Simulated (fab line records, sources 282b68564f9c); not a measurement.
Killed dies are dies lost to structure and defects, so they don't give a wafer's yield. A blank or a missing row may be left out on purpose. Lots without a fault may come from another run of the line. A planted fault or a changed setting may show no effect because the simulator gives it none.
A struck lot beside a sound one | flow rit_cmos | 19 steps out of a route of 202
Sound: wafers L134.1, L134.4, L134.5. Struck: wafers L129.1, L129.3, L129.4. The cause comes at the end.
At each step with rows: each side's tool, then ch and its chambers, then its first start. Under that, the readings that differ: sound wafers | struck wafers | difference of the means | sigmas: that difference in standard deviations of wafers without a fault.
alike: readings whose means differ by less than 2 such deviations, and words and numbers that are the same on both sides. not compared: withheld readings, readings that some wafer has no value for, bounds like >300 that may hide the same value, and numbers for which the record gives no deviation and whose values overlap.
The two part at a step that has a row with sigmas, a row that says differs or no value, or rows on one side only. Numbers that don't overlap but have no deviation are shown without sigmas and don't part them. A reading that every wafer of one side lacks parts them only if that side has two wafers or more.

first, 2 steps without rows for these wafers: RIT_NLDD_PEB_04; RIT_NLDD_DEVELOP_05 (develop time 50 s).
RIT_NLDD_OVL_MEAS_06:
  sound on overlay-01, day 6 14:29; struck on overlay-01, day 5 14:11
  alike: NLDD_OVL
then, 2 steps without rows for these wafers: RIT_NLDD_HARDBAKE_07 (time 60 s); RIT_NLDD_IMPLANT_08.
RIT_NLDD_STRIP_09: strips in O2, time 180 s.
  sound on plasma_asher-01 ch 0,1, day 6 14:50; struck on plasma_asher-03 ch 0,1, day 5 14:37
  alike: drypump_motor_current_A
  not compared: rf_hours_counter_h
RIT_NLDD_TW_MEAS_10:
  sound on film_metro-02, day 6 15:02; struck on film_metro-02, day 5 14:47
  alike: NLDD_TW
then, 5 steps without rows for these wafers: RIT_PLDD_HMDS_00 (prime time 60 s); RIT_PLDD_COAT_01 (resist thk 1000 nm); RIT_PLDD_SOFTBAKE_02 (time 60 s); RIT_PLDD_EXPOSE_03 (exposes mask M8, target cd 40900 nm); RIT_PLDD_PEB_04.
RIT_PLDD_DEVELOP_05: develop time 50 s.
  sound on litho_track-03 ch 0, day 6 15:00; struck on litho_track-01 ch 0, day 5 15:00
RIT_PLDD_OVL_MEAS_06:
  sound on overlay-01, day 6 15:56; struck on overlay-01, day 5 15:50
  alike: PLDD_OVL
then, 2 steps without rows for these wafers: RIT_PLDD_HARDBAKE_07 (time 60 s); RIT_PLDD_IMPLANT_08.
RIT_PLDD_STRIP_09: strips in O2, time 180 s.
  sound on plasma_asher-01 ch 0,1, day 6 16:16; struck on plasma_asher-01 ch 0,1, day 5 16:25
  alike: drypump_motor_current_A
  not compared: rf_hours_counter_h
RIT_PLDD_TW_MEAS_10:
  sound on film_metro-03, day 6 16:27; struck on film_metro-02, day 5 16:49
  reading | sound          | struck   | difference | sigmas
  PLDD_TW | 2352 2358 2345 | 30 30 30 | -2322      | -99 or more
  not compared: hold
RIT_M1_PROBE_99:
  the record has rows for the sound wafers here (prober-02, day 7 06:02) and none for the struck ones

WHERE THEY PART
First at RIT_PLDD_TW_MEAS_10; last, within this record, at RIT_M1_PROBE_99.

WHY: what the simulator had put in
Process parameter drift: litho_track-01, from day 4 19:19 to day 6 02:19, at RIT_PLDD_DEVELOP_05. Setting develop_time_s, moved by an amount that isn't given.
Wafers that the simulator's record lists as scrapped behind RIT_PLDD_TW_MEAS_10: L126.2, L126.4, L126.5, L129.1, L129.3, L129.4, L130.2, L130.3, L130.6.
